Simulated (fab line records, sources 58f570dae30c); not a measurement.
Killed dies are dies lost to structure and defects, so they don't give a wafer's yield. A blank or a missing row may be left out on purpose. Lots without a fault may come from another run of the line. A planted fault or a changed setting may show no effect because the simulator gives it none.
fab line records | flow berkeley_cmos170
record lots=14 wafers=42 last_day=11
route steps=331 shown PWELL@40 PLDD@151 CONTACT@222
lots that met no fault: from a run of the same line without faults
start_h: hours from the record's first day to the start of the lot's first wafer shown | wait_h: hours since the lot's step before | " the same as in the row above | L1.1+2: a row that stands for several wafers | - no value, or no start given | * or withheld: withheld | < > ~ a bound
route shown NAME@n: a module of which the file shows steps, and the number in the route of the first | usual: mean/standard deviation of fault-free wafers | same: alike in all rows | chamber/n: place in a boat | sites: the reading at each site | _std_site: their standard deviation | _edge_site: outer sites' mean less inner sites' | radius_mm: how far each site lies from the wafer's centre | mask NAME#n: copy n | behind: the tool/chamber that last shaped the wafer | hold: why the lot was held/for how many hours/how that ended | device: the transistor (n, p or np) that didn't switch | end of line: the same wafers' tests at the end of the route | a step without rows: its recipe alone | killed: dies lost to structure and defects at the first sort, not the wafer's yield | map: a wafer's dies, x killed, . not, _ none there
set.NAME: the setting as run; set.NAME@STEP: as run at that earlier step | model.NAME: the simulator's own value behind a step, which no gauge read
steps of the route over a sample of lots; a table a step, a row a wafer
services: from which hour (start_h, from the record's first day; less than 0 if before it) a tool's chamber was out of use, for how many hours, and why
## steps
# step UCB170_PWELL_THK_MEAS_06
# recipe reads=Si3N4_of_PWELL_CVD_05
# usual PWELL_NITRIDE_THK=220.0/1.9
# columns lot.wafer tool chamber start_h wait_h PWELL_NITRIDE_THK[nm]
L674.2 film_metro-02 - 48.20 0.0 220.2
L674.3 " - " " 218.0
L674.6 " - " " 219.6
L675.2 film_metro-02 - 58.79 0.0 217.4
L675.5 " - " " 217.1
L675.6 " - " " 219.9
L676.1 film_metro-02 - 64.40 0.0 219.9
L676.2 " - " " 218.6
L676.4 " - " " 218.3
L677.1 film_metro-02 - 67.96 0.0 219.9
L677.4 " - " " 221.8
L677.6 " - " " 221.6
L678.2 film_metro-03 - 67.97 0.0 220.6
L678.3 " - " " 220.4
L678.5 " - " " 219.7
L680.2 film_metro-03 - 82.60 0.0 221.4
L680.3 " - " " 219.0
L680.4 " - " " 219.8
L684.1 film_metro-04 - 91.13 0.0 220.0
L684.2 " - " " 221.7
L684.3 " - " " 219.2
L685.2 film_metro-03 - 97.72 0.0 221.5
L685.3 " - " " 221.2
L685.5 " - " " 220.4
L686.1 film_metro-03 - 104.17 0.0 216.9
L686.2 " - " " 218.1
L686.5 " - " " 218.7
L687.2 film_metro-02 - 112.01 0.0 220.2
L687.3 " - " " 219.6
L687.5 " - " " 218.8
L688.2 film_metro-03 - 112.01 0.0 224.2
L688.3 " - " " 224.7
L688.6 " - " " 225.0
L689.2 film_metro-02 - 118.64 0.0 218.0
L689.4 " - " " 219.4
L689.6 " - " " 217.3
L696.1 film_metro-03 - 158.44 0.0 222.1
L696.4 " - " " 221.6
L696.6 " - " " 220.7
L697.3 film_metro-02 - 167.57 0.1 219.7
L697.4 " - " " 221.7
L697.5 " - " " 222.4
# step UCB170_PWELL_IMPLANT_15
# recipe species=B dose_cm2=5e+12 energy_kev=60 tilt_deg=7
# usual dose_ions_cm2=4.999e+12/5.1e+09 faraday_current_uA=15.9/0.34
# columns lot.wafer tool chamber start_h wait_h dose_ions_cm2 faraday_current_uA
L674.2 implanter-03 0 49.37 0.1 5.003e+12 15.9
L674.3 " 0 " " 5.001e+12 15.5
L674.6 " 0 " " 5.004e+12 16.0
L675.2 implanter-04 0 60.07 0.1 4.998e+12 15.9
L675.5 " 0 " " 5e+12 15.7
L675.6 " 0 " " 5.002e+12 15.5
L676.1 implanter-04 0 65.64 0.1 5.005e+12 16.5
L676.2 " 0 " " 5.001e+12 16.0
L676.4 " 0 " " 5.002e+12 15.4
L677.1 implanter-03 0 69.33 0.1 4.996e+12 15.3
L677.4 " 0 " " 4.994e+12 15.5
L677.6 " 0 " " 5.004e+12 16.1
L678.2 implanter-04 0 69.59 0.1 5.002e+12 15.6
L678.3 " 0 " " 5e+12 15.9
L678.5 " 0 " " 5.004e+12 16.0
L680.2 implanter-04 0 83.88 0.1 4.991e+12 16.0
L680.3 " 0 " " 4.994e+12 15.6
L680.4 " 0 " " 4.995e+12 16.3
L684.1 implanter-01 0 92.65 0.1 5.001e+12 15.8
L684.2 " 0 " " 4.998e+12 15.9
L684.3 " 0 " " 4.997e+12 15.7
L685.2 implanter-01 0 99.21 0.1 5.007e+12 15.5
L685.3 " 0 " " 4.998e+12 15.7
L685.5 " 0 " " 5.003e+12 15.7
L686.1 implanter-01 0 106.34 0.1 8.043e+12 25.5
L686.2 " 0 " " 8.053e+12 25.6
L686.5 " 0 " " 8.042e+12 25.5
L687.2 implanter-03 0 113.53 0.1 4.992e+12 15.3
L687.3 " 0 " " 5.004e+12 15.4
L687.5 " 0 " " 5.001e+12 16.4
L688.2 implanter-01 0 113.90 0.1 8.051e+12 24.6
L688.3 " 0 " " 8.045e+12 25.7
L688.6 " 0 " " 8.051e+12 25.8
L689.2 implanter-03 0 120.01 0.1 5.007e+12 16.1
L689.4 " 0 " " 5.009e+12 16.2
L689.6 " 0 " " 4.987e+12 15.7
L696.1 implanter-04 0 159.48 0.1 4.995e+12 15.6
L696.4 " 0 " " 4.992e+12 16.0
L696.6 " 0 " " 4.988e+12 16.3
L697.3 implanter-03 0 169.12 0.1 4.997e+12 16.1
L697.4 " 0 " " 5.006e+12 15.9
L697.5 " 0 " " 4.998e+12 15.7
# step UCB170_PWELL_TW_MEAS_17
# usual PWELL_TW=379/6.7
# columns lot.wafer tool chamber start_h wait_h PWELL_TW
L674.2 film_metro-02 - 49.61 0.1 372
L674.3 " - " " 372
L674.6 " - " " 372
L675.2 film_metro-02 - 60.31 0.1 373
L675.5 " - " " 371
L675.6 " - " " 373
L676.1 film_metro-03 - 65.94 0.1 382
L676.2 " - " " 381
L676.4 " - " " 382
L677.1 film_metro-03 - 69.58 0.1 384
L677.4 " - " " 382
L677.6 " - " " 381
L678.2 film_metro-02 - 69.83 0.1 371
L678.3 " - " " 373
L678.5 " - " " 372
L680.2 film_metro-02 - 84.11 0.1 372
L680.3 " - " " 373
L680.4 " - " " 373
L684.1 film_metro-04 - 92.90 0.1 390
L684.2 " - " " 388
L684.3 " - " " 389
L685.2 film_metro-04 - 99.45 0.1 387
L685.3 " - " " 386
L685.5 " - " " 390
L686.1 film_metro-02 - 106.59 0.1 431
L686.2 " - " " 432
L686.5 " - " " 432
L687.2 film_metro-02 - 113.77 0.1 372
L687.3 " - " " 372
L687.5 " - " " 373
L688.2 film_metro-04 - 114.13 0.1 447
L688.3 " - " " 444
L688.6 " - " " 447
L689.2 film_metro-02 - 120.24 0.1 371
L689.4 " - " " 371
L689.6 " - " " 373
L696.1 film_metro-02 - 159.73 0.1 371
L696.4 " - " " 372
L696.6 " - " " 370
L697.3 film_metro-04 - 169.34 0.1 385
L697.4 " - " " 388
L697.5 " - " " 387
# step UCB170_PLDD_CD_MEAS_06
# recipe target_cd_nm=1200
# usual cd_nm=1199.7/1.3
# columns lot.wafer tool chamber start_h wait_h cd_nm
L674.2 cd_sem-01 - 120.05 - 1197.3
L674.3 " - " " 1197.4
L674.6 " - " " 1196.6
L675.2 cd_sem-01 - 137.64 - 1199.0
L675.5 " - " " 1200.4
L675.6 " - " " 1199.4
L676.1 cd_sem-02 - 144.18 - 1200.0
L676.2 " - " " 1198.5
L676.4 " - " " 1200.7
L678.2 cd_sem-02 - 152.39 - 1199.0
L678.3 " - " " 1201.2
L678.5 " - " " 1199.5
L677.1 cd_sem-01 - 152.73 - 1201.1
L677.4 " - " " 1198.8
L677.6 " - " " 1200.4
L680.2 cd_sem-01 - 154.60 - 1200.2
L680.3 " - " " 1200.4
L680.4 " - " " 1201.3
L684.1 cd_sem-01 - 164.89 - 1198.6
L684.2 " - " " 1198.3
L684.3 " - " " 1199.9
L685.2 cd_sem-01 - 177.24 - 1200.1
L685.3 " - " " 1202.8
L685.5 " - " " 1201.1
L686.1 cd_sem-01 - 183.55 - 1198.6
L686.2 " - " " 1199.0
L686.5 " - " " 1197.9
L688.2 cd_sem-01 - 195.31 - 1199.5
L688.3 " - " " 1199.8
L688.6 " - " " 1200.6
L687.2 cd_sem-02 - 195.74 - 1199.7
L687.3 " - " " 1200.4
L687.5 " - " " 1200.8
L689.2 cd_sem-02 - 196.02 - 1199.2
L689.4 " - " " 1200.1
L689.6 " - " " 1199.1
L696.1 cd_sem-02 - 228.98 - 1200.4
L696.4 " - " " 1200.9
L696.6 " - " " 1200.6
L697.3 cd_sem-02 - 240.80 - 1200.7
L697.4 " - " " 1201.5
L697.5 " - " " 1200.8
# step UCB170_CONTACT_STRIP_06
# recipe chemistry=O2 power_w=400 pressure_mtorr=3500 platen_temp_c=withheld o2_flow_sccm=400 overash_fraction=0.5
# usual drypump_motor_current_A=5.7/0.34 oes_product_au=0.734/0.0048 strip_time_to_endpoint_s=21.99/0.072
# columns lot.wafer tool chamber start_h wait_h drypump_motor_current_A oes_product_au rf_hours_counter_h strip_time_to_endpoint_s
L674.2 plasma_asher-02 0 136.66 0.1 5.7 0.734 44 21.98
L674.3 " 1 " " 6.0 0.733 - 22.02
L674.6 " 0 " " 5.7 0.734 - 21.97
L675.2 plasma_asher-01 0 155.00 0.1 5.5 0.735 34 22.01
L675.5 " 0 " " 5.5 0.739 - 22.00
L675.6 " 1 " " 6.0 0.727 - 22.01
L676.1 plasma_asher-03 1 160.49 0.1 5.9 0.736 48 22.08
L676.2 " 0 " " 5.1 0.730 48 22.07
L676.4 " 1 " " 5.9 0.734 - 22.09
L677.1 plasma_asher-02 1 170.44 0.1 6.0 0.733 48 22.06
L677.4 " 0 " " 5.7 0.743 - 22.03
L677.6 " 1 " " 6.0 0.735 - 22.06
L678.2 plasma_asher-02 1 171.59 0.1 6.0 0.726 49 22.12
L678.3 " 0 " " 5.7 0.731 - 22.01
L678.5 " 0 " " 5.7 0.732 - 22.12
L680.2 plasma_asher-01 0 171.59 0.1 5.5 0.728 36 21.88
L680.3 " 0 " " 5.5 0.734 - 21.93
L680.4 " 1 " " 6.0 0.738 - 21.90
L684.1 plasma_asher-03 0 182.46 0.1 5.0 0.732 51 21.96
L684.2 " 1 " " 5.9 0.737 51 21.92
L684.3 " 1 " " 5.9 0.740 - 22.02
L685.2 plasma_asher-03 1 200.48 0.1 5.9 0.732 53 21.96
L685.3 " 1 " " 5.9 0.742 - 21.99
L685.5 " 0 " " 5.1 0.733 - 21.95
L686.1 plasma_asher-01 0 204.44 0.1 5.5 0.731 39 22.06
L686.2 " 1 " " 6.0 0.734 39 21.95
L686.5 " 0 " " 5.6 0.732 - 22.09
L688.2 plasma_asher-01 1 211.76 0.1 6.0 0.732 40 21.98
L688.3 " 0 " " 5.6 0.734 - 21.95
L688.6 " 1 " " 6.0 0.729 - 21.96
L687.2 plasma_asher-03 1 214.60 0.1 5.9 0.743 55 21.97
L687.3 " 0 " " 5.1 0.731 - 21.97
L687.5 " 0 " " 5.1 0.721 - 21.97
L689.2 plasma_asher-01 0 216.46 0.1 5.5 0.734 41 22.11
L689.4 " 0 " " 5.5 0.735 - 22.04
L689.6 " 1 " " 6.0 0.742 - 22.00
L696.1 plasma_asher-03 1 245.93 0.1 5.9 0.739 59 21.96
L696.4 " 0 " " 5.1 0.738 - 21.93
L696.6 " 1 " " 5.9 0.734 - 22.03
L697.3 plasma_asher-03 1 256.72 0.1 5.9 0.736 - 21.88
L697.4 " 0 " " 5.1 0.737 - 21.87
L697.5 " 0 " " 5.1 0.735 - 21.90
## services
# columns tool chamber start_h hours kind
implanter-03 - 58.58 2.8 repair
plasma_asher-02 - 100.94 1.5 repair
plasma_asher-01 - 114.63 2.3 repair
implanter-03 - 125.25 2.0 repair
plasma_asher-03 - 150.77 2.4 repair
implanter-01 - 156.96 3.1 repair
implanter-03 - 164.07 4.3 repair
implanter-03 - 164.65 4.2 repair
plasma_asher-01 - 226.52 4.3 pm
implanter-03 - 244.21 4.5 pm
## key
first_sign step=UCB170_PWELL_IMPLANT_15 reading=dose_ions_cm2 direction=up sigmas=99+ usual=4.999e+12 struck=8.047e+12
effect step=UCB170_PWELL_IMPLANT_15 reading=faraday_current_uA direction=up sigmas=28 usual=15.9 struck=25.5
effect step=UCB170_PWELL_TW_MEAS_17 reading=PWELL_TW direction=up sigmas=8.9 usual=379 struck=439
met_at UCB170_PWELL_IMPLANT_15
struck_lots L686,L688
tester_left_out L686,L688
not_acting_at UCB170_PWELL_THK_MEAS_06,UCB170_PLDD_CD_MEAS_06,UCB170_CONTACT_STRIP_06
onset_between 99.21 106.34
fault kind=process_parameter_drift tool=implanter-01 chamber=- onset_h=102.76 steps=UCB170_PWELL_IMPLANT_15 channel=dose_cm2 offset=3.0466e+12 shape=step end_h=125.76 acts_in=these_recipes_only stated=5e+12
# tester_left_out: of these lots the tester's yield and bins aren't shown, on N5 and GAA mostly nor the transistor test; their killed dies are dies lost to structure and defects alone, not to doping, threshold or leakage, so they don't give the yield
